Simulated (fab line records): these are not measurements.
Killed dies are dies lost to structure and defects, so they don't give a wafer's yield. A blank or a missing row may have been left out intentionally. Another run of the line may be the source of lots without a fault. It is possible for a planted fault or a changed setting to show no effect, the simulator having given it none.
One fault seen from 2 desks / flow berkeley-cmos170 / numbers are kept per desk, each desk with only its own; the story behind them comes last

== THE TOOL OWNER'S DESK: rie-metal-02 ==
The tool's own readings at UCB170_M1_METAL_ETCH_12 (etches Al in Cl2/BCl3, stops on PSG, target depth 780 nm, time 130 s): means of the sampled wafers that have a number, for each lot that ran on this tool. The brackets show how far a lot's mean lies from the usual mean; more than 4 standard deviations puts the lot out of limits, marked OUT.
Columns: A = bcl3-flow-sccm at UCB170_M1_METAL_ETCH_12, usual 44.99 sccm; B = bias-w at UCB170_M1_METAL_ETCH_12, usual 120.0 W; C = drypump-motor-current-A at UCB170_M1_METAL_ETCH_12, usual 5.68 A; D = oes-product-au at UCB170_M1_METAL_ETCH_12, usual 0.859 a.u.; E = throttle-valve-pct at UCB170_M1_METAL_ETCH_12, usual 24.46 %
lot=L931; first seen here=day 9 07:43; A=45.13; B=120.2; C=5.64; D=0.844; E=24.65
lot=L939; first seen here=day 10 22:20; A=45.02; B=148.3 (+79) OUT; C=5.65; D=0.852; E=24.64
lot=L940; first seen here=day 11 10:12; A=44.94; B=162.2 (+99 or more) OUT; C=5.60; D=0.840; E=24.58
This desk's verdict: out of limits on L939, L940, starting with L939 at day 10 22:20 (bias-w at UCB170_M1_METAL_ETCH_12). L931 stayed within limits.

== FROM THE METROLOGY DESK ==
Lot by lot, what the gauges showed, no matter which tool ran the lot: averages of those sampled wafers that carry a number. The brackets show how far a lot's mean lies from the usual mean; more than 4 standard deviations puts the lot out of limits, marked OUT.
Columns: A = M1_AL_RS at UCB170_M1_RS_MEAS_01, usual 0.0486 ohm/sq; B = M1_AL_THK at UCB170_M1_THK_MEAS_02, usual 581 nm; C = cd-nm at UCB170_M1_CD_MEAS_09, usual 699.9 nm; D = M1_OVL at UCB170_M1_OVL_MEAS_10, usual 1 nm
lot=L927; first seen here=day 8 11:33; A=0.0493; B=574; C=699.3; D=-6
lot=L931; first seen here=day 9 04:32; A=0.0487; B=577; C=700.5; D=1
lot=L939; first seen here=day 10 20:49; A=0.0480; B=584; C=699.6; D=5
lot=L940; first seen here=day 11 08:49; A=0.0489; B=581; C=700.3; D=-1
lot=L941; first seen here=day 11 10:46; A=0.0485; B=588; C=701.9; D=-2
lot=L950; first seen here=day 12 22:40; A=0.0482; B=584; C=698.5; D=7
This desk's finding: nothing out of limits on any of the 6 lots.

== BROUGHT TOGETHER ==
An alarm could have come from the tool owner's desk at day 10 22:20, on L939, L940.
Nothing out of limits was seen by the metrology desk.
The metrology desk holds a record of L939, L940, inside its limits.
The lots listed all ran UCB170_M1_METAL_ETCH_12 on rie-metal-02.

== WHAT WAS PUT IN BY THE SIMULATOR ==
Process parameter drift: rie-metal-02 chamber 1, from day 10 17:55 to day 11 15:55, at UCB170_M1_METAL_ETCH_12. Setting bias-w shifted by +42 from 120. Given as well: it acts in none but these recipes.
Shown lots that were struck: L939, L940.
Time in hours from fault onset to the first out-of-limits reading at each desk: the tool owner's desk, 4.
